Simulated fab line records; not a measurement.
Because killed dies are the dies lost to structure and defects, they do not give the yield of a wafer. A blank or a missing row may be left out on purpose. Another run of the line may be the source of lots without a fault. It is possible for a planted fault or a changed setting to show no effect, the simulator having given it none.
A struck lot beside a sound one    flow berkeley_cmos170    27 out of 331 route steps
Sound: the wafers L935.2, L935.5, L935.6. Wafers struck: L948.1, L948.2, L948.4. The cause is named last.
Each step with rows lists, per side, the tool, then ch with its chambers, then its first start. Under that, the readings that differ: sound wafers    struck wafers    difference of the means    sigmas: that difference in standard deviations of wafers without a fault.
alike: readings with means less than 2 such deviations apart, plus words and numbers identical on both sides. not compared: withheld readings, readings lacking a value on some wafer, bounds such as >300 that could conceal the same value, and numbers that have no deviation in the record and whose values overlap.
Wherever a step has rows on one side only, a row that says differs or no value, or a row with sigmas, the two part there. Numbers that don't overlap but have no deviation are shown without sigmas and don't part them. A reading missing from all wafers of one side parts the sides only when that side holds two or more wafers.

first, 1 step without rows for these wafers: UCB170_PSD_IMPLANT_08.
UCB170_PSD_STRIP_09: strips in O2.
  sound on plasma_asher-01 ch 0,1, day 6 23:23; struck on plasma_asher-01 ch 0,1, day 10 08:16
  alike: drypump_motor_current_A, oes_product_au, strip_time_to_endpoint_s
  not compared: rf_hours_counter_h
UCB170_PSD_TW_MEAS_10:
  struck on film_metro-03, day 10 08:22; sound on film_metro-04, day 6 23:29
  alike: PSD_TW
then, 7 steps without rows for these wafers: UCB170_PSD_CLEAN_11 (cleans in SPM, time 600 s); UCB170_NSD_HMDS_00 (prime time 60 s); UCB170_NSD_COAT_01 (resist thk 900 nm); UCB170_NSD_SOFTBAKE_02 (time 60 s); UCB170_NSD_EXPOSE_03 (exposes mask NSELECT MOD, target cd 1200 nm); UCB170_NSD_PEB_04; UCB170_NSD_DEVELOP_05 (develop time 45 s).
UCB170_NSD_CD_MEAS_06: the cd target is 1200 nm.
  struck on cd_sem-02, day 10 09:34; sound on cd_sem-01, day 7 02:21
  alike: cd_nm
UCB170_NSD_OVL_MEAS_07:
  struck on overlay-01, day 10 09:41; sound on overlay-02, day 7 02:28
  alike: NSD_OVL
UCB170_NSD_IMPLANT_08:
  sound on implanter-01 ch 0, day 7 02:31; struck on implanter-03 ch 0, day 10 09:43
reading                           sound                          struck                         difference  sigmas
dose_ions_cm2                     3.001e+15 2.999e+15 3.001e+15  2.103e+15 2.094e+15 2.098e+15  -9.020e+14  -99 or more
end_station_pressure_torr (Torr)  1.34e-05 1.38e-05 1.36e-05     1.07e-05 1e-05 1.07e-05        -3.13e-06   -5
faraday_current_uA                9188 9245 9221                 6605 6506 6326                 -2739       -14
UCB170_NSD_STRIP_09: strips in O2.
  sound on plasma_asher-01 ch 0,1, day 7 02:38; struck on plasma_asher-01 ch 0,1, day 10 09:52
reading                       sound              struck             difference  sigmas
oes_product_au (a.u.)         0.533 0.535 0.539  0.558 0.560 0.564  +0.025      +6
strip_time_to_endpoint_s (s)  35.87 35.74 35.76  32.58 32.50 32.53  -3.25       -45
  alike: drypump_motor_current_A
  not compared: rf_hours_counter_h
UCB170_NSD_TW_MEAS_10:
  struck on film_metro-02, day 10 09:58; sound on film_metro-03, day 7 02:45
reading  sound           struck          difference  sigmas
NSD_TW   4156 4173 4155  4070 4037 4051  -109        -3
then, 4 steps without rows for these wafers: UCB170_NSD_CLEAN_11 (cleans in SPM, time 600 s); UCB170_BACKSIDE_HMDS_00 (prime time 60 s); UCB170_BACKSIDE_COAT_01 (resist thk 900 nm); UCB170_BACKSIDE_SOFTBAKE_02 (time 60 s).
UCB170_BACKSIDE_STRIP_03: strips in O2.
  sound on plasma_asher-04 ch 0,1, day 7 03:25; struck on plasma_asher-02 ch 0,1, day 10 11:01
  alike: drypump_motor_current_A, oes_product_au, strip_time_to_endpoint_s
  not compared: rf_hours_counter_h
then, 1 step without rows for these wafers: UCB170_BACKSIDE_CLEAN_04 (cleans in SPM, time 600 s).
UCB170_SDANNEAL_RTA_00: time 10 s.
  sound on rtp_anneal-02 ch 0, day 7 03:43; struck on rtp_anneal-02 ch 0, day 10 11:19
  alike: lamp_power_pct, wafer_temp_C_max
UCB170_SDANNEAL_RTA_01: time 5 s.
  sound on rtp_anneal-02 ch 0, day 7 03:47; struck on rtp_anneal-02 ch 0, day 10 11:23
reading           sound                 struck                difference  sigmas
wafer_temp_C_max  1054.1 1053.5 1053.1  1055.2 1055.2 1055.2  +1.6        +2
  alike: lamp_power_pct
UCB170_SDANNEAL_RS_MEAS_02: measures by four-point-probe.
  struck on film_metro-04, day 10 11:26; sound on film_metro-02, day 7 03:52
  alike: PSD_RS
UCB170_SDANNEAL_RS_MEAS_03: measures by four-point-probe.
  struck on film_metro-04, day 10 11:34; sound on film_metro-02, day 7 03:59
reading          sound              struck             difference  sigmas
NSD_RS (ohm/sq)  37.30 37.31 37.36  45.40 45.39 45.36  +8.06       +91
UCB170_SDANNEAL_RS_MEAS_04: measures by four-point-probe.
  struck on film_metro-04, day 10 11:41; sound on film_metro-02, day 7 04:06
  alike: PLDD_RS
UCB170_M3_PROBE_99:
  struck on prober-01, day 11 09:01; sound on prober-02, day 7 23:28
reading                               sound              struck             difference  sigmas
model.etest.contact_npoly.end_ohm_um  61.97 64.93 64.48  123.9 124.3 130    +62.3       
model.etest.contact_nplus.end_ohm_um  12.39 12.39 12.01  14.74 14.65 14.51  +2.37       

WHERE THEY PART
Earliest at UCB170_NSD_IMPLANT_08; latest, in this record, at UCB170_SDANNEAL_RS_MEAS_03. Later steps at which nothing parts them and some readings are alike: UCB170_SDANNEAL_RS_MEAS_04.

WHY: the cause the simulator had injected
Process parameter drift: implanter-03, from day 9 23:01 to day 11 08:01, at UCB170_NSD_IMPLANT_08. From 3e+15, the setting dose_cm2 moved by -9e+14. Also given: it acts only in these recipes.
